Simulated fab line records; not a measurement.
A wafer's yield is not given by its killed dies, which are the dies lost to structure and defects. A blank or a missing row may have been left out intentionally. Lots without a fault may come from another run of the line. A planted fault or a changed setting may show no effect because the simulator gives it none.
fab line records	flow berkeley_cmos170
record: lots: 14	wafers: 42	last_day: 14
route steps=331 shown M1@250 V1@256 M2@288 V2@292
lots that met no fault: taken from a fault-free run of the same line
start_h: start of the lot's first displayed wafer, in hours after the record's first day	wait_h: hours since the lot's step before	" the same as in the row above	L1.1+2: one row covering several wafers at once	- no value, or no start given	* or withheld: withheld	< > ~ a bound
route shown NAME@n: NAME is a module with steps in the file, n the number in the route of the first one	usual: the fault-free wafers' mean and standard deviation	same: alike in all rows	chamber/n: place in a boat	sites: readings site by site	_std_site: standard deviation across them	_edge_site: outer sites' mean less inner sites'	radius_mm: how far each site lies from the wafer's centre	mask NAME#n: copy n	behind: the tool/chamber that last shaped the wafer	hold: the reason the lot was held/the length of the hold in hours/how it ended	device: the n, p or np transistor that did not switch	end of line: at the end of the route, the tests of the same wafers	where a step has no rows: the recipe by itself	killed: dies that structure and defects cost at the first sort, which is not the same as the wafer's yield	map: a wafer's dies, x killed, . not, _ none there
set.NAME: setting as actually run; set.NAME@STEP: the setting as run at that earlier step	model.NAME: the simulator's own value behind a step, which no gauge read
steps of the route over a sample of lots; a table a step, a row a wafer
services: the hour from which a tool's chamber was out of use, counted from the record's first day as start_h (under 0 if before that day), plus the number of hours and why
== steps ==
step: UCB170_M1_METAL_ETCH_12
recipe: chemistry: Cl2/BCl3	target: Al	stop_on: PSG	pressure_mtorr: 12	target_depth_a: 7800	over_etch_frac: 0.3	time_s: 130	icp_w: 600	bias_w: 120	Cl2_flow_sccm: 90	bcl3_flow_sccm: 45
usual: bcl3_flow_sccm: 44.99/0.14	bias_w: 120.0/0.36	drypump_motor_current_A: 5.7/0.52	oes_product_au: 0.852/0.015	throttle_valve_pct: 24.48/0.19
lot.wafer	tool	chamber	start_h	wait_h	bcl3_flow_sccm	bias_w	drypump_motor_current_A	oes_product_au	rf_hours_counter_h	throttle_valve_pct
L641.1	rie_metal-02	1	183.41	-	45.13	120.0	6.0	0.860	6.7	24.46
L641.2	"	0	"	"	44.95	119.4	4.7	0.847	8.4	24.71
L641.3	"	1	"	"	44.72	119.6	6.0	0.863	-	24.47
L645.1	rie_metal-02	0	218.44	-	44.71	120.3	4.7	0.845	8.7	24.71
L645.2	"	1	"	"	44.78	120.1	6.0	0.851	7.0	24.48
L645.5	"	0	"	"	45.03	120.9	4.7	0.850	-	24.69
L648.2	rie_metal-02	0	235.78	-	45.17	119.4	4.7	0.828	9.3	24.71
L648.4	"	1	"	"	44.87	119.9	6.0	0.858	-	24.48
L648.5	"	0	"	"	45.13	120.0	4.7	0.841	-	24.71
L647.4	rie_metal-02	1	236.79	-	44.73	119.7	6.0	0.851	-	24.47
L647.5	"	1	"	"	44.93	120.0	6.0	0.846	-	24.49
L647.6	"	0	"	"	44.91	120.5	4.7	0.827	-	24.72
L653.1	rie_metal-02	1	280.00	-	45.12	119.9	6.0	0.851	8.1	24.49
L653.2	"	0	"	"	45.09	120.5	4.7	0.838	9.9	24.71
L653.5	"	1	"	"	45.03	120.0	6.0	0.868	-	24.49
L654.1	rie_metal-03	0	280.95	-	45.05	119.9	6.0	0.842	4.0	24.27
L654.4	"	1	"	"	44.76	120.8	6.1	0.848	-	24.78
L654.6	"	0	"	"	44.95	120.1	6.0	0.854	-	24.25
L656.1	rie_metal-02	0	288.13	-	44.96	119.4	4.7	0.829	10.1	24.73
L656.2	"	1	"	"	44.92	119.6	6.0	0.858	8.3	24.47
L656.3	"	0	"	"	44.83	119.6	4.7	0.835	-	24.74
L657.1	rie_metal-01	0	289.10	-	44.62	120.0	5.5	0.882	7.7	24.34
L657.5	"	0	"	"	45.17	120.3	5.5	0.867	-	24.35
L657.6	"	1	"	"	44.94	119.5	5.5	0.845	-	24.33
L660.1	rie_metal-03	0	311.47	-	45.03	120.4	6.0	0.851	4.9	24.25
L660.4	"	1	"	"	45.17	119.6	6.2	0.851	-	24.77
L660.5	"	1	"	"	45.04	119.6	6.1	0.856	-	24.78
L659.3	rie_metal-01	0	312.12	-	44.90	119.8	5.5	0.888	-	24.35
L659.5	"	0	"	"	45.24	119.7	5.5	0.885	-	24.35
L659.6	"	1	"	"	44.88	119.7	5.5	0.861	-	24.32
L661.1	rie_metal-03	0	325.99	-	45.13	119.7	6.0	0.850	5.0	24.27
L661.2	"	0	"	"	45.04	120.2	6.0	0.845	-	24.27
L661.3	"	0	"	"	44.93	119.7	6.0	0.838	-	24.26
L662.2	rie_metal-02	1	327.39	-	45.25	120.5	6.0	0.859	-	24.47
L662.4	"	1	"	"	45.03	120.4	6.0	0.864	-	24.47
L662.6	"	1	"	"	45.22	119.8	6.0	0.869	-	24.48
L664.1	rie_metal-01	1	327.61	-	45.24	120.2	5.5	0.844	4.7	24.34
L664.2	"	0	"	"	44.82	120.5	5.5	0.884	8.8	24.36
L664.4	"	1	"	"	45.06	119.9	5.5	0.846	-	24.31
L663.3	rie_metal-03	0	329.94	-	44.98	120.6	6.0	0.846	-	24.28
L663.5	"	0	"	"	44.92	120.6	6.0	0.843	-	24.27
L663.6	"	0	"	"	44.84	120.1	6.0	0.843	-	24.27
step: UCB170_V1_CMP_02
recipe: material: SiO2	down_force_psi: 6	platen_rpm: 60	pad_velocity_m_s: 0.75398
usual: motor_current_A: 15.3/1.5
lot.wafer	tool	chamber	start_h	wait_h	motor_current_A
L641.3	cmp-02	1	185.31	0.0	13.0
L641.1	"	2	"	"	16.1
L641.2	"	3	"	"	14.8
L645.1	cmp-01	3	220.35	0.1	17.6
L645.2	"	0	"	"	13.5
L645.5	"	3	"	"	16.2
L648.4	cmp-02	1	237.68	0.0	13.8
L648.2	"	3	"	"	15.4
L648.5	"	1	"	"	14.3
L647.4	cmp-01	3	239.02	0.0	16.5
L647.6	"	3	"	"	17.5
L647.5	"	0	"	"	14.2
L653.1	cmp-02	1	282.05	0.1	12.7
L653.2	"	2	"	"	16.3
L653.5	"	3	"	"	15.2
L654.4	cmp-02	0	283.41	0.1	14.8
L654.1	"	1	"	"	14.4
L654.6	"	3	"	"	15.1
L656.3	cmp-02	3	290.08	0.0	14.9
L656.1	"	1	"	"	13.2
L656.2	"	2	"	"	17.2
L657.1	cmp-02	1	291.55	0.1	13.6
L657.5	"	3	"	"	15.3
L657.6	"	0	"	"	15.9
L660.4	cmp-01	3	313.42	0.1	16.3
L660.1	"	1	"	"	17.9
L660.5	"	2	"	"	15.6
L659.3	cmp-02	1	314.85	0.2	13.5
L659.6	"	2	"	"	16.4
L659.5	"	3	"	"	15.3
L661.3	cmp-01	2	328.02	0.0	14.7
L661.2	"	3	"	"	17.4
L661.1	"	1	"	"	18.3
L662.4	cmp-02	1	329.43	0.1	13.2
L662.2	"	2	"	"	16.2
L662.6	"	0	"	"	15.7
L664.4	cmp-01	3	330.71	0.0	16.8
L664.1	"	1	"	"	17.8
L664.2	"	2	"	"	14.7
L663.3	cmp-02	2	332.19	0.2	16.1
L663.5	"	3	"	"	15.0
L663.6	"	0	"	"	15.0
step: UCB170_M2_ETCH_17
recipe: chemistry: N2/H2	target_depth_a: withheld	overetch_a: withheld	target: BARC	time_s: withheld	source_w: 500	bias_w: 100	pressure_mtorr: 30	n2_flow_sccm: 100	h2_flow_sccm: 200
usual: bias_w: 100.0/0.32	chamber_pressure_mTorr: 29.998/0.029	drypump_motor_current_A: 5.7/0.48	oes_product_au: 1.004/0.024	throttle_valve_pct: 13.31/0.13
lot.wafer	tool	chamber	start_h	wait_h	bias_w	chamber_pressure_mTorr	drypump_motor_current_A	oes_product_au	throttle_valve_pct
L641.1	rie_diel-02	1	189.49	0.0	100.0	30.029	5.4	1.017	13.19
L641.2	"	3	"	"	100.0	29.986	5.3	0.998	13.42
L641.3	"	2	"	"	99.7	29.986	4.9	0.987	13.63
L645.1	rie_diel-02	2	229.02	0.0	100.0	29.978	4.9	0.990	13.62
L645.2	"	1	"	"	99.6	30.050	5.4	1.022	13.15
L645.5	"	0	"	"	100.1	29.995	5.2	1.045	13.19
L648.2	rie_diel-02	1	245.21	0.0	100.6	30.031	5.4	1.017	13.15
L648.4	"	0	"	"	100.0	29.994	5.3	1.046	13.21
L648.5	"	0	"	"	100.1	29.988	5.3	1.054	13.17
L647.4	rie_diel-03	0	245.36	0.0	100.7	30.026	6.1	1.057	13.16
L647.5	"	2	"	"	99.9	30.003	5.2	0.994	13.51
L647.6	"	1	"	"	100.0	29.982	6.1	1.035	13.34
L653.1	rie_diel-03	1	288.54	0.0	100.1	30.014	6.0	1.027	13.32
L653.2	"	2	"	"	100.1	29.990	5.2	0.992	13.52
L653.5	"	1	"	"	99.6	30.027	6.0	1.016	13.35
L654.1	rie_diel-02	2	290.03	0.0	-	-	-	-	-
L654.4	"	0	"	"	-	-	-	-	-
L654.6	"	1	"	"	-	-	-	-	-
L656.1	rie_diel-02	1	294.76	0.0	-	-	-	-	-
L656.2	"	3	"	"	-	-	-	-	-
L656.3	"	2	"	"	-	-	-	-	-
L657.1	rie_diel-02	1	296.58	0.0	100.1	29.970	5.5	1.022	13.18
L657.5	"	2	"	"	100.1	29.979	4.9	0.990	13.62
L657.6	"	3	"	"	100.6	30.001	5.3	0.993	13.41
L660.1	rie_diel-03	1	322.48	0.0	99.9	30.008	6.0	1.018	13.32
L660.4	"	3	"	"	100.3	29.990	5.0	0.978	13.27
L660.5	"	0	"	"	100.3	29.922	6.1	1.040	13.16
L659.3	rie_diel-04	2	323.48	0.0	100.3	29.991	5.8	0.988	13.23
L659.5	"	0	"	"	99.6	30.002	6.0	1.010	13.31
L659.6	"	3	"	"	100.3	29.949	6.5	0.974	13.25
L661.1	rie_diel-02	3	335.05	0.0	100.1	29.995	5.3	0.990	13.40
L661.2	"	2	"	"	100.0	29.998	4.9	0.982	13.61
L661.3	"	0	"	"	99.1	30.024	5.2	1.051	13.17
L662.2	rie_diel-04	0	335.29	0.0	100.1	30.011	6.0	1.009	13.32
L662.4	"	0	"	"	100.1	29.971	6.0	1.010	13.32
L662.6	"	2	"	"	99.4	29.982	5.8	0.992	13.22
L664.1	rie_diel-03	0	337.28	0.0	100.1	29.992	6.1	1.048	13.14
L664.2	"	3	"	"	99.7	30.008	5.0	0.979	13.28
L664.4	"	3	"	"	99.4	30.042	5.0	0.989	13.29
L663.3	rie_diel-04	2	340.75	0.0	99.8	30.050	5.8	0.990	13.21
L663.5	"	2	"	"	99.9	29.980	5.8	0.990	13.19
L663.6	"	0	"	"	99.5	30.004	6.0	1.008	13.32
step: UCB170_M2_METAL_ETCH_18
recipe: chemistry: Cl2/BCl3	target: Al	stop_on: SiO2	pressure_mtorr: 12	target_depth_a: 11700	over_etch_frac: 0.3	time_s: 195	icp_w: 600	bias_w: 120	Cl2_flow_sccm: 90	bcl3_flow_sccm: 45
usual: bcl3_flow_sccm: 45.04/0.14	bias_w: 120.0/0.38	drypump_motor_current_A: 5.6/0.39	oes_product_au: 0.856/0.017	throttle_valve_pct: 24.40/0.15
lot.wafer	tool	chamber	start_h	wait_h	bcl3_flow_sccm	bias_w	drypump_motor_current_A	oes_product_au	rf_hours_counter_h	throttle_valve_pct
L641.1	rie_metal-04	0	189.53	-	45.00	119.7	5.5	0.837	0	24.20
L641.2	"	1	"	"	44.93	120.2	5.8	0.867	6	24.38
L641.3	"	0	"	"	45.05	119.5	5.5	0.853	-	24.21
L645.1	rie_metal-04	0	229.06	-	45.07	119.9	5.5	0.852	1	24.20
L645.2	"	1	"	"	45.13	120.3	5.8	0.860	6	24.38
L645.5	"	1	"	"	45.08	120.4	5.9	0.856	-	24.40
L648.2	rie_metal-01	0	245.26	-	44.98	121.0	5.5	0.876	6	24.36
L648.4	"	0	"	"	44.97	120.4	5.5	0.873	-	24.33
L648.5	"	0	"	"	45.15	121.0	5.4	0.863	-	24.35
L647.4	rie_metal-04	0	245.46	-	45.13	120.0	5.5	0.842	-	24.21
L647.5	"	1	"	"	45.18	120.2	5.8	0.854	-	24.38
L647.6	"	0	"	"	44.87	119.6	5.5	0.837	-	24.21
L653.1	rie_metal-04	0	288.58	-	45.09	120.1	5.5	0.845	2	24.22
L653.2	"	1	"	"	45.01	120.7	5.8	0.852	7	24.39
L653.5	"	0	"	"	45.14	120.1	5.5	0.842	-	24.21
L654.1	rie_metal-04	0	290.07	-	45.08	119.9	5.5	0.365	2	24.45
L654.4	"	0	"	"	45.02	120.0	5.5	0.373	-	24.43
L654.6	"	1	"	"	45.04	119.8	5.8	0.369	-	24.61
L656.1	rie_metal-01	0	294.80	-	45.10	120.0	5.5	0.390	8	24.58
L656.2	"	1	"	"	44.89	120.1	5.5	0.372	4	24.54
L656.3	"	0	"	"	44.93	119.8	5.5	0.386	-	24.57
L657.1	rie_metal-01	0	296.62	-	45.05	120.2	5.5	0.903	8	24.34
L657.5	"	0	"	"	45.18	120.3	5.5	0.900	-	24.33
L657.6	"	1	"	"	45.19	120.9	5.5	0.847	-	24.33
L660.1	rie_metal-02	1	322.52	-	45.02	120.1	6.0	0.865	9	24.48
L660.4	"	0	"	"	45.06	119.8	4.7	0.832	-	24.70
L660.5	"	0	"	"	45.00	119.6	4.7	0.831	-	24.70
L659.3	rie_metal-01	1	323.59	-	45.15	119.4	5.5	0.845	-	24.32
L659.5	"	0	"	"	44.96	120.4	5.5	0.892	-	24.34
L659.6	"	1	"	"	45.31	119.8	5.5	0.846	-	24.32
L661.1	rie_metal-02	1	335.09	-	44.89	119.9	6.0	0.845	10	24.48
L661.2	"	1	"	"	44.90	120.1	6.0	0.856	-	24.48
L661.3	"	1	"	"	45.01	119.8	6.0	0.850	-	24.47
L662.2	rie_metal-04	1	335.33	-	45.25	119.6	5.8	0.843	9	24.40
L662.4	"	0	"	"	44.79	119.6	5.5	0.849	-	24.21
L662.6	"	1	"	"	45.27	120.0	5.8	0.851	-	24.39
L664.1	rie_metal-01	1	337.32	-	45.15	120.2	5.5	0.848	5	24.33
L664.2	"	0	"	"	44.94	119.9	5.5	0.882	9	24.33
L664.4	"	0	"	"	44.73	119.9	5.5	0.883	-	24.36
L663.3	rie_metal-02	1	340.92	-	45.17	119.9	6.0	0.858	-	24.48
L663.5	"	1	"	"	45.09	120.8	6.0	0.858	-	24.48
L663.6	"	1	"	"	45.08	120.2	6.0	0.866	-	24.48
step: UCB170_M2_CD_MEAS_90
recipe: target_cd_nm: 700
usual: cd_nm: 703/5
lot.wafer	tool	chamber	start_h	wait_h	cd_nm
L641.1	cd_sem-02	-	189.81	0.1	700
L641.2	"	-	"	"	706
L641.3	"	-	"	"	700
L645.1	cd_sem-01	-	229.35	0.1	706
L645.2	"	-	"	"	707
L645.5	"	-	"	"	709
L648.2	cd_sem-01	-	245.56	0.1	706
L648.4	"	-	"	"	705
L648.5	"	-	"	"	709
L647.4	cd_sem-01	-	245.75	0.1	707
L647.5	"	-	"	"	708
L647.6	"	-	"	"	706
L653.1	cd_sem-02	-	288.87	0.1	704
L653.2	"	-	"	"	711
L653.5	"	-	"	"	701
L654.1	cd_sem-01	-	290.36	0.1	-
L654.4	"	-	"	"	-
L654.6	"	-	"	"	-
L656.1	cd_sem-02	-	295.09	0.1	-
L656.2	"	-	"	"	-
L656.3	"	-	"	"	-
L657.1	cd_sem-01	-	296.91	0.1	704
L657.5	"	-	"	"	707
L657.6	"	-	"	"	706
L660.1	cd_sem-01	-	322.81	0.1	701
L660.4	"	-	"	"	692
L660.5	"	-	"	"	691
L659.3	cd_sem-02	-	323.85	0.1	701
L659.5	"	-	"	"	703
L659.6	"	-	"	"	699
L661.1	cd_sem-02	-	335.57	0.1	700
L661.2	"	-	"	"	703
L661.3	"	-	"	"	702
L662.2	cd_sem-01	-	335.64	0.1	708
L662.4	"	-	"	"	696
L662.6	"	-	"	"	710
L664.1	cd_sem-01	-	337.61	0.1	701
L664.2	"	-	"	"	704
L664.4	"	-	"	"	704
L663.3	cd_sem-02	-	341.31	0.1	699
L663.5	"	-	"	"	700
L663.6	"	-	"	"	699
step: UCB170_V2_CVD_00
recipe: material: SiO2	target_thk_nm: 2000	temp_c: 390	precursor: TEOS/O2	time_s: 250	rf_w: 550	pressure_mtorr: 9000
usual: heater_power_w: 237/57
lot.wafer	tool	chamber	start_h	wait_h	heater_power_w
L641.1	pecvd-04	0	189.93	0.1	314
L641.2	"	1	"	"	332
L641.3	"	2	"	"	280
L645.1	pecvd-02	0	229.47	0.1	191
L645.2	"	1	"	"	242
L645.5	"	0	"	"	128
L648.2	pecvd-04	1	245.66	0.1	320
L648.4	"	2	"	"	209
L648.5	"	0	"	"	322
L647.4	pecvd-02	0	245.89	0.1	126
L647.5	"	2	"	"	265
L647.6	"	1	"	"	260
L653.1	pecvd-03	1	288.99	0.1	231
L653.2	"	2	"	"	340
L653.5	"	1	"	"	165
L657.1	pecvd-04	2	297.03	0.1	209
L657.5	"	0	"	"	322
L657.6	"	1	"	"	327
L660.1	pecvd-02	2	322.93	0.1	193
L660.4	"	2	"	"	264
L660.5	"	0	"	"	128
L659.3	pecvd-04	1	323.93	0.1	266
L659.5	"	0	"	"	322
L659.6	"	2	"	"	218
L661.1	pecvd-02	0	335.69	0.1	172
L661.2	"	1	"	"	213
L661.3	"	2	"	"	204
L662.2	pecvd-04	0	335.74	0.1	316
L662.4	"	0	"	"	223
L662.6	"	1	"	"	324
L664.1	pecvd-03	1	337.73	0.1	223
L664.2	"	2	"	"	339
L664.4	"	0	"	"	226
L663.3	pecvd-02	1	341.39	0.1	223
L663.5	"	1	"	"	170
L663.6	"	0	"	"	126
== services ==
tool	chamber	start_h	hours	kind
cmp-01	-	166.68	4.9	pm
rie_metal-04	-	180.04	0.5	repair
cmp-02	-	182.28	1.2	repair
pecvd-02	0	189.10	8.0	repair
cmp-02	-	189.35	0.6	repair
pecvd-04	1	191.55	9.2	repair
rie_metal-01	1	191.73	6.3	repair
pecvd-04	0	195.16	5.9	repair
rie_metal-04	0	197.32	10.1	repair
cmp-02	-	197.34	4.9	pm
rie_diel-02	-	206.82	14.6	pm
cmp-01	-	232.00	4.0	pm
rie_metal-02	-	240.21	2.8	pm
cmp-01	-	244.47	11.8	repair
rie_metal-01	1	247.48	28.9	repair
pecvd-02	-	249.84	2.4	repair
pecvd-04	-	264.60	1.9	repair
rie_diel-02	-	269.25	1.1	repair
rie_metal-04	-	273.93	2.4	repair
rie_diel-02	-	275.05	2.8	pm
pecvd-04	2	280.70	5.8	repair
rie_metal-02	1	282.54	5.0	repair
pecvd-02	2	286.25	15.7	repair
rie_diel-02	3	315.64	5.7	repair
== key ==
first_sign: step: UCB170_M2_ETCH_17	reading: tool_record	direction: missing
effect: step: UCB170_M2_METAL_ETCH_18	reading: oes_product_au	direction: down	sigmas: 27	usual: 0.856	struck: 0.376
effect: step: UCB170_M2_CD_MEAS_90	reading: cd_nm	direction: missing
met_at UCB170_M2_ETCH_17
struck_lots L654,L656
later_rows_left_out L654.1,L654.4,L654.6,L656.1,L656.2,L656.3
sort_left_out L654.1,L654.4,L654.6,L656.1,L656.2,L656.3
not_acting_at UCB170_M1_METAL_ETCH_12,UCB170_V1_CMP_02,UCB170_V2_CVD_00
onset_between 245.21 290.03
fault: kind: skipped_step_whole	tool: rie_diel-02	chamber: -	onset_h: 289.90	steps: UCB170_M2_ETCH_17	scope: struck_lots_only
sort_left_out: the simulated sort isn't trusted on such a fault, so these wafers' sort isn't shown, and their yield isn't known
later_rows_left_out: the simulator's readings of these wafers behind a module that went badly wrong aren't trusted and aren't shown, but for the sort
